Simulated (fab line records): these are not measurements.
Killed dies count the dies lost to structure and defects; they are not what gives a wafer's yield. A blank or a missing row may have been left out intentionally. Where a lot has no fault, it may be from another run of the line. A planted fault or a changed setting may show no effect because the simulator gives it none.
Check of tool commonality / flow rit_cmos / Sampled: 14 lots, 42 wafers

## THE REASON FOR OPENING IT
At RIT_GATE_THK_MEAS_09 the reading GATE_POLY_THK is flagged on 2 of 14 lots. No-fault wafers: 247.9 nm, standard deviation 2.1.
Rule: a lot is flagged in two cases, either no wafer of it has a number, or all its wafers with numbers fall more than 4 standard deviations from that mean. As for the other lots, they are considered sound.

lot=L996; measured=day 2 11:59; on=film_metro-01; GATE_POLY_THK (nm), wafer by wafer=249.2 246.0 248.4; flag=
lot=L998; measured=day 2 20:39; on=film_metro-01; GATE_POLY_THK (nm), wafer by wafer=249.5 250.0 248.7; flag=
lot=L999; measured=day 3 03:01; on=film_metro-04; GATE_POLY_THK (nm), wafer by wafer=245.3 245.1 246.6; flag=
lot=L100; measured=day 3 07:47; on=film_metro-01; GATE_POLY_THK (nm), wafer by wafer=249.0 247.1 247.8; flag=
lot=L101; measured=day 3 17:09; on=film_metro-03; GATE_POLY_THK (nm), wafer by wafer=249.6 245.3 246.9; flag=
lot=L102; measured=day 3 23:20; on=film_metro-04; GATE_POLY_THK (nm), wafer by wafer=165.5 163.4 164.5; flag=FLAGGED
lot=L103; measured=day 4 00:57; on=film_metro-04; GATE_POLY_THK (nm), wafer by wafer=166.0 167.0 167.5; flag=FLAGGED
lot=L104; measured=day 4 03:50; on=film_metro-03; GATE_POLY_THK (nm), wafer by wafer=250.5 249.8 251.8; flag=
lot=L109; measured=day 5 10:43; on=film_metro-04; GATE_POLY_THK (nm), wafer by wafer=246.7 247.0 245.4; flag=
lot=L113; measured=day 5 23:58; on=film_metro-01; GATE_POLY_THK (nm), wafer by wafer=244.9 247.9 247.0; flag=
lot=L114; measured=day 6 06:40; on=film_metro-04; GATE_POLY_THK (nm), wafer by wafer=242.8 243.4 245.0; flag=
lot=L117; measured=day 6 21:19; on=film_metro-01; GATE_POLY_THK (nm), wafer by wafer=249.1 250.2 247.6; flag=
lot=L118; measured=day 7 01:49; on=film_metro-01; GATE_POLY_THK (nm), wafer by wafer=246.2 245.8 244.0; flag=
lot=L119; measured=day 7 06:40; on=film_metro-04; GATE_POLY_THK (nm), wafer by wafer=249.6 249.9 250.7; flag=
The mean of the flagged lots' numbers is 165.7 nm, -82.2 nm from the usual (-39 standard deviations).

## WHICH TOOL EACH LOT WENT THROUGH
The record holds 1 process step before the reading, out of a route of 202 steps. In each cell: the tool, then ch and the chambers that the sampled wafers went through, then the start.
lot=L996; flag=; RIT_GATE_CVD_08=lpcvd-01 ch 1, day 2 10:22
lot=L998; flag=; RIT_GATE_CVD_08=lpcvd-01 ch 0, day 2 19:01
lot=L999; flag=; RIT_GATE_CVD_08=lpcvd-01 ch 0, day 3 01:23
lot=L100; flag=; RIT_GATE_CVD_08=lpcvd-01 ch 0, day 3 06:10
lot=L101; flag=; RIT_GATE_CVD_08=lpcvd-01 ch 0, day 3 15:32
lot=L102; flag=FLAGGED; RIT_GATE_CVD_08=lpcvd-01 ch 0, day 3 21:43
lot=L103; flag=FLAGGED; RIT_GATE_CVD_08=lpcvd-01 ch 1, day 3 23:19
lot=L104; flag=; RIT_GATE_CVD_08=lpcvd-02 ch 1, day 4 02:11
lot=L109; flag=; RIT_GATE_CVD_08=lpcvd-02 ch 0, day 5 08:18
lot=L113; flag=; RIT_GATE_CVD_08=lpcvd-02 ch 0, day 5 22:20
lot=L114; flag=; RIT_GATE_CVD_08=lpcvd-02 ch 1, day 6 05:02
lot=L117; flag=; RIT_GATE_CVD_08=lpcvd-01 ch 0, day 6 19:41
lot=L118; flag=; RIT_GATE_CVD_08=lpcvd-01 ch 1, day 7 00:12
lot=L119; flag=; RIT_GATE_CVD_08=lpcvd-01 ch 0, day 7 05:04
What these steps do:
- RIT_GATE_CVD_08: deposits poly-Si from SiH4, target thk 250 nm, time 2220 s.
- RIT_GATE_THK_MEAS_09

## FLAGGED OVER TOTAL, TOOL BY TOOL (the gauges that took the reading come last)
step=RIT_GATE_CVD_08; tool=lpcvd-01; lots run=10; flagged=2; share of the flagged lots=all; sound lots run after its first flagged lot=3 (L117,L118,L119)
step=RIT_GATE_CVD_08; tool=lpcvd-02; lots run=4; flagged=0; share of the flagged lots=none; sound lots run after its first flagged lot=-
step=RIT_GATE_THK_MEAS_09; tool=film_metro-01; lots run=6; flagged=0; share of the flagged lots=none; sound lots run after its first flagged lot=-
step=RIT_GATE_THK_MEAS_09; tool=film_metro-03; lots run=2; flagged=0; share of the flagged lots=none; sound lots run after its first flagged lot=-
step=RIT_GATE_THK_MEAS_09; tool=film_metro-04; lots run=6; flagged=2; share of the flagged lots=all; sound lots run after its first flagged lot=3 (L109,L114,L119)

## WHAT IS ALLOWED BY THE TABLE
In 2 table rows, all flagged lots were run: lpcvd-01 (RIT_GATE_CVD_08), film_metro-04 (RIT_GATE_THK_MEAS_09).
- lpcvd-01 at RIT_GATE_CVD_08: 2 of its 10 lots flagged. Lots that were sound ran on it after the first flagged one (L117, L118, L119); a persistent fault on the entire tool would not allow that.
- film_metro-04 at RIT_GATE_THK_MEAS_09: 2 of its 6 lots flagged. Lots that were sound ran on it after the first flagged one (L109, L114, L119); a persistent fault on the entire tool would not allow that.
No row of the table ran every flagged lot and no sound lot after the first.

## WHAT HAD BEEN PUT IN BY THE SIMULATOR
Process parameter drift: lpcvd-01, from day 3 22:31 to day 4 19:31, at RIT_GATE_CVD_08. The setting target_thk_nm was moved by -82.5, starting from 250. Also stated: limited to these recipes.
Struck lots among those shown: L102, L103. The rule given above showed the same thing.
